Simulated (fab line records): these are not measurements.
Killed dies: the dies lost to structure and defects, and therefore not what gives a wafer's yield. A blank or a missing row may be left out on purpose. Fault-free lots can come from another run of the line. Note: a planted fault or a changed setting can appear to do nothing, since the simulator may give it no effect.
Tool commonality check | flow ritCmos | 14 lots and 42 wafers in the sample

## REASON FOR OPENING
At RIT_SDANNEAL_RS_MEAS_04 the reading PSD_RS is flagged on 2 of 14 lots. Fault-free wafers read 115.90 ohm/sq, with a standard deviation of 0.27.
Rule: a lot gets a flag if all its wafers with a number sit over 4 standard deviations from that mean, or if no wafer of it has a number. The rest of the lots are taken to be sound.

lot  | measured    | on           | PSD_RS (ohm/sq), wafer by wafer | flag
L237 | day 3 02:58 | filmMetro-01 | 115.32 115.85 115.70            | 
L238 | day 3 07:35 | filmMetro-04 | 116.35 116.12 116.30            | 
L239 | day 3 11:32 | filmMetro-03 | 115.95 115.63 115.97            | 
L240 | day 3 20:44 | filmMetro-01 | 115.96 115.92 115.93            | 
L241 | day 3 23:50 | filmMetro-04 | 116.11 116.03 116.55            | 
L242 | day 4 04:11 | filmMetro-04 | 115.88 116.10 116.07            | 
L243 | day 4 09:47 | filmMetro-03 | 115.90 115.52 115.52            | 
L244 | day 4 13:35 | filmMetro-04 | 115.63 115.69 115.57            | 
L247 | day 5 04:42 | filmMetro-01 | 165.99 166.49 166.99            | FLAGGED
L249 | day 5 13:58 | filmMetro-01 | 165.76 165.60 165.81            | FLAGGED
L250 | day 5 18:02 | filmMetro-04 | 116.27 115.75 115.90            | 
L254 | day 6 14:17 | filmMetro-01 | 115.83 115.72 115.93            | 
L256 | day 7 02:01 | filmMetro-04 | 116.16 115.58 116.22            | 
L260 | day 7 21:14 | filmMetro-01 | 115.81 115.90 116.12            | 
On average the flagged lots read 166.11 ohm/sq, which is +50.21 ohm/sq against the usual, or +99 or more standard deviations.

## WHICH TOOL RAN EACH LOT
The record holds 1 process step before the reading, out of a route of 202 steps. Each cell gives the tool, then ch followed by the chambers the sampled wafers passed through, then the start.
lot  | flag    | RIT_SDANNEAL_RTA_03
L237 |         | rtpAnneal-01 ch 0, day 3 02:53
L238 |         | rtpAnneal-02 ch 0, day 3 07:31
L239 |         | rtpAnneal-01 ch 0, day 3 11:28
L240 |         | rtpAnneal-02 ch 0, day 3 20:41
L241 |         | rtpAnneal-01 ch 0, day 3 23:46
L242 |         | rtpAnneal-02 ch 0, day 4 04:07
L243 |         | rtpAnneal-01 ch 0, day 4 09:43
L244 |         | rtpAnneal-02 ch 0, day 4 13:30
L247 | FLAGGED | rtpAnneal-01 ch 0, day 5 04:39
L249 | FLAGGED | rtpAnneal-01 ch 0, day 5 13:53
L250 |         | rtpAnneal-02 ch 0, day 5 17:59
L254 |         | rtpAnneal-02 ch 0, day 6 14:13
L256 |         | rtpAnneal-02 ch 0, day 7 01:57
L260 |         | rtpAnneal-02 ch 0, day 7 21:10
These steps, and what they do:
- RIT_SDANNEAL_RTA_03: time 5 s.
- RIT_SDANNEAL_RS_MEAS_04: measures by four-point-probe.

## FLAGGED AGAINST TOTAL, ONE TOOL AT A TIME (gauges that did the reading follow at the end)
step                    | tool         | lots run | flagged | share of the flagged lots | sound lots run after its first flagged lot
RIT_SDANNEAL_RTA_03     | rtpAnneal-01 | 6        | 2       | all                       | 0
RIT_SDANNEAL_RTA_03     | rtpAnneal-02 | 8        | 0       | none                      | -
RIT_SDANNEAL_RS_MEAS_04 | filmMetro-01 | 6        | 2       | all                       | 2 (L254,L260)
RIT_SDANNEAL_RS_MEAS_04 | filmMetro-03 | 2        | 0       | none                      | -
RIT_SDANNEAL_RS_MEAS_04 | filmMetro-04 | 6        | 0       | none                      | -

## WHAT THE TABLE ALLOWS
Table rows that saw every flagged lot: 2, namely rtpAnneal-01 at RIT_SDANNEAL_RTA_03 and filmMetro-01 at RIT_SDANNEAL_RS_MEAS_04.
- rtpAnneal-01 at RIT_SDANNEAL_RTA_03 ran 6 lots, 2 of them flagged. It ran its last sound lot, L243, at day 4 09:43 and its first flagged lot, L247, at day 5 04:39: a fault with its onset between the two fits. Its own readings lie more than 4 standard deviations out on every wafer of the flagged lots: wafer_temp_C_max.
- filmMetro-01 at RIT_SDANNEAL_RS_MEAS_04 ran 6 lots, 2 of them flagged. Sound lots ran on it after the first flagged one (L254, L260), which a lasting fault on the whole tool wouldn't allow.
One tool is left: rtpAnneal-01 at RIT_SDANNEAL_RTA_03.

## WHAT THE SIMULATOR HAD PUT IN
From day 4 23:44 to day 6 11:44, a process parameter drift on rtpAnneal-01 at RIT_SDANNEAL_RTA_03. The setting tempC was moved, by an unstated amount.
Shown lots that were struck: L247, L249. The rule above found the same.
